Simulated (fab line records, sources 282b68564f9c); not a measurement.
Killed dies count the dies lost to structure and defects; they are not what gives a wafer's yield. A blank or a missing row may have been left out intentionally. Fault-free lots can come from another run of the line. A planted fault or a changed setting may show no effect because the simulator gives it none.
A lot that was struck, set against a sound lot    flow rit cmos    20 steps out of a route of 202
Sound: the wafers L568.1, L568.4, L568.6. Wafers L572.1, L572.3, L572.4 were the ones struck. Last of all comes the cause.
Per side, at each step with rows, come the tool, then ch with its chambers, and then its first start. Under that, the readings that differ: sound wafers    struck wafers    difference of the means    sigmas: that difference in standard deviations of wafers without a fault.
alike: words and numbers the same on both sides, and readings whose means are apart by under 2 such deviations; not compared: readings that were withheld, readings missing a value for some wafer, numbers with overlapping values and no deviation given by the record, and bounds like >300 which may hide the same value.
Wherever a step has rows on one side only, a row that says differs or no value, or a row with sigmas, the two part there. Numbers that have no deviation but don't overlap get no sigmas and don't part them. A reading missing from all wafers of one side parts the sides only when that side holds two or more wafers.

first, 2 steps without rows for these wafers: RIT_NSD_HARDBAKE_07 (time 60 s); RIT_NSD_IMPLANT_08.
RIT_NSD_STRIP_09: strips in O2, time 180 s.
  sound on plasma asher-01 ch 0,1, day 3 09:23; struck on plasma asher-04 ch 0,1, day 4 02:31
  alike: drypump motor current A
  not compared: rf hours counter h
RIT_NSD_TW_MEAS_10:
  sound on film metro-01 at day 3 09:34; struck on film metro-02 at day 4 02:41
  alike: NSD_TW
then, 6 steps without rows for these wafers: RIT_PSD_HMDS_00 (prime time 60 s); RIT_PSD_COAT_01 (resist thk 1000 nm); RIT_PSD_SOFTBAKE_02 (time 60 s); RIT_PSD_EXPOSE_03 (exposes mask M10, target cd 40900 nm); RIT_PSD_PEB_04; RIT_PSD_DEVELOP_05 (develop time 50 s).
RIT_PSD_OVL_MEAS_06:
  sound on overlay-02 at day 3 10:29; struck on overlay-01 at day 4 03:43
  alike: PSD_OVL
then, 1 step without rows for these wafers: RIT_PSD_HARDBAKE_07 (time 60 s).
RIT_PSD_IMPLANT_08:
  sound on implanter-01 ch 0, day 3 10:40; struck on implanter-02 ch 0, day 4 03:55
reading                    sound              struck             difference  sigmas
implant ion amu            49 49 49           11 11 11           -38         
model.implant.rp nm (nm)   22.68 22.68 22.68  86.08 86.08 86.08  +63.40      
model.implant.drp nm (nm)  12.05 12.05 12.05  38.9 38.9 38.9     +26.8       
RIT_PSD_STRIP_09: strips in O2, time 180 s.
  sound on plasma asher-01 ch 0,1, day 3 10:49; struck on plasma asher-03 ch 0,1, day 4 04:04
  alike: drypump motor current A
  not compared: rf hours counter h
RIT_PSD_TW_MEAS_10:
  sound on film metro-02 at day 3 10:59; struck on film metro-03 at day 4 04:28
reading  sound           struck          difference  sigmas
PSD_TW   3460 3470 3456  2928 2922 2902  -545        -26
  not compared: hold
then, 2 steps without rows for these wafers: RIT_SDANNEAL_CLEAN_01 (cleans in dHF, time 30 s); RIT_SDANNEAL_CLEAN_02 (cleans in SC2, time 600 s).
RIT_SDANNEAL_RTA_03: time 5 s.
  sound on rtp anneal-02 ch 0, day 3 11:25; struck on rtp anneal-02 ch 0, day 4 06:57
  alike: anneal temp c max, wafer_temp_C_max
RIT_SDANNEAL_RS_MEAS_04: measurement is done with a four-point probe.
  sound on film metro-03 at day 3 11:29; struck on film metro-01 at day 4 07:18
reading          sound                 struck             difference  sigmas
PSD_RS (ohm/sq)  115.96 115.73 116.07  45.04 44.92 44.99  -70.94      -99 or more
  not compared: hold
RIT_M1_PROBE_99:
  sound wafers here have rows in the record (prober-01, day 3 20:40); struck ones have none

== WHERE THEY PART ==
At RIT_PSD_TW_MEAS_10 first; at RIT_M1_PROBE_99 last (within this record only).

WHY: the cause the simulator had injected
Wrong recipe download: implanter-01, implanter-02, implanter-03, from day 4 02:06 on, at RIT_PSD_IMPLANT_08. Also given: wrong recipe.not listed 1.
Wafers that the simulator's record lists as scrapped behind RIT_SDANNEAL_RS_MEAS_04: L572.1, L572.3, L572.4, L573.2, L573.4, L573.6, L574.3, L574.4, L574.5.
